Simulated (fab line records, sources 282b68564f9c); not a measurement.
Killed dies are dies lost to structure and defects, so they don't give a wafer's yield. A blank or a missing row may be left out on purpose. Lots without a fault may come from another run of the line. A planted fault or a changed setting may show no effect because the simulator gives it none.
fab line records | flow rit_cmos
record lots=14 wafers=42 last_day=8
route steps=202 shown NWELL@29 PWELL@49
lots that met no fault: from a run of the same line without faults
start_h: hours from the record's first day to the start of the lot's first wafer shown | wait_h: hours since the lot's step before | " the same as in the row above | L1.1+2: a row that stands for several wafers | - no value, or no start given | * or withheld: withheld | < > ~ a bound
route shown NAME@n: a module of which the file shows steps, and the number in the route of the first | usual: mean/standard deviation of fault-free wafers | same: alike in all rows | chamber/n: place in a boat | sites: the reading at each site | _std_site: their standard deviation | _edge_site: outer sites' mean less inner sites' | radius_mm: how far each site lies from the wafer's centre | mask NAME#n: copy n | behind: the tool/chamber that last shaped the wafer | hold: why the lot was held/for how many hours/how that ended | device: the transistor (n, p or np) that didn't switch | end of line: the same wafers' tests at the end of the route | a step without rows: its recipe alone | killed: dies lost to structure and defects at the first sort, not the wafer's yield | map: a wafer's dies, x killed, . not, _ none there
set.NAME: the setting as run; set.NAME@STEP: as run at that earlier step | model.NAME: the simulator's own value behind a step, which no gauge read
steps of the route over a sample of lots; a table a step, a row a wafer
## steps
# step RIT_NWELL_COAT_01
# recipe resist=NOVOLAK spin_rpm=2000 resist_thk_nm=1300
# columns lot.wafer tool chamber start_h wait_h
L331.2+3+6 litho_track-02 0 27.61 0.1
L332.1+2+4 litho_track-01 0 33.21 0.1
L333.4+5+6 litho_track-03 0 41.47 0.1
L334.2+4+5 litho_track-02 0 47.17 0.1
L335.3+4+6 litho_track-03 0 52.19 0.1
L336.2+5+6 litho_track-02 0 55.75 0.1
L338.2+3+6 litho_track-02 0 63.35 0.1
L339.3+5+6 litho_track-02 0 66.90 0.1
L340.3+4+6 litho_track-02 0 78.92 0.1
L341.2+5+6 litho_track-01 0 81.70 0.1
L349.1+3+6 litho_track-01 0 116.08 0.1
L350.4+5+6 litho_track-01 0 120.68 0.1
L351.2+4+5 litho_track-03 0 125.86 0.1
L353.2+3+6 litho_track-02 0 138.33 0.1
# step RIT_PWELL_TW_MEAS_10
# usual PWELL_TW=949/6.5
# columns lot.wafer tool chamber start_h wait_h PWELL_TW
L331.2 film_metro-04 - 30.76 0.1 965
L331.3 " - " " 958
L331.6 " - " " 956
L332.1 film_metro-01 - 36.23 0.1 940
L332.2 " - " " 943
L332.4 " - " " 943
L333.4 film_metro-01 - 44.59 0.1 939
L333.5 " - " " 942
L333.6 " - " " 937
L334.2 film_metro-03 - 50.30 0.1 953
L334.4 " - " " 944
L334.5 " - " " 948
L335.3 film_metro-04 - 55.30 0.1 954
L335.4 " - " " 955
L335.6 " - " " 959
L336.2 film_metro-01 - 58.75 0.1 939
L336.5 " - " " 939
L336.6 " - " " 934
L338.2 film_metro-01 - 66.35 0.1 936
L338.3 " - " " 943
L338.6 " - " " 937
L339.3 film_metro-03 - 70.01 0.1 1996
L339.5 " - " " 2007
L339.6 " - " " 2004
L340.3 film_metro-04 - 82.03 0.1 2025
L340.4 " - " " 2025
L340.6 " - " " 2027
L341.2 film_metro-04 - 84.71 0.1 954
L341.5 " - " " 947
L341.6 " - " " 954
L349.1 film_metro-01 - 119.54 0.1 949
L349.3 " - " " 941
L349.6 " - " " 938
L350.4 film_metro-04 - 123.67 0.1 948
L350.5 " - " " 950
L350.6 " - " " 950
L351.2 film_metro-04 - 129.08 0.1 944
L351.4 " - " " 947
L351.5 " - " " 950
L353.2 film_metro-04 - 141.45 0.1 953
L353.3 " - " " 951
L353.6 " - " " 952
## key
first_sign step=RIT_PWELL_TW_MEAS_10 reading=PWELL_TW direction=up sigmas=99+ usual=949 struck=2014
effect none on later readings
met_at RIT_NWELL_COAT_01
struck_lots L339,L340
tester_left_out L339,L340
onset_between 63.35 66.90
fault kind=process_parameter_drift tool=litho_track-02 chamber=- onset_h=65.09 steps=RIT_NWELL_COAT_01 channel=resist_thk_nm offset=-1040 shape=step end_h=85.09 acts_in=these_recipes_only stated=1300
# tester_left_out: of these lots the tester's yield and bins aren't shown, on N5 and GAA mostly nor the transistor test; their killed dies are dies lost to structure and defects alone, not to doping, threshold or leakage, so they don't give the yield
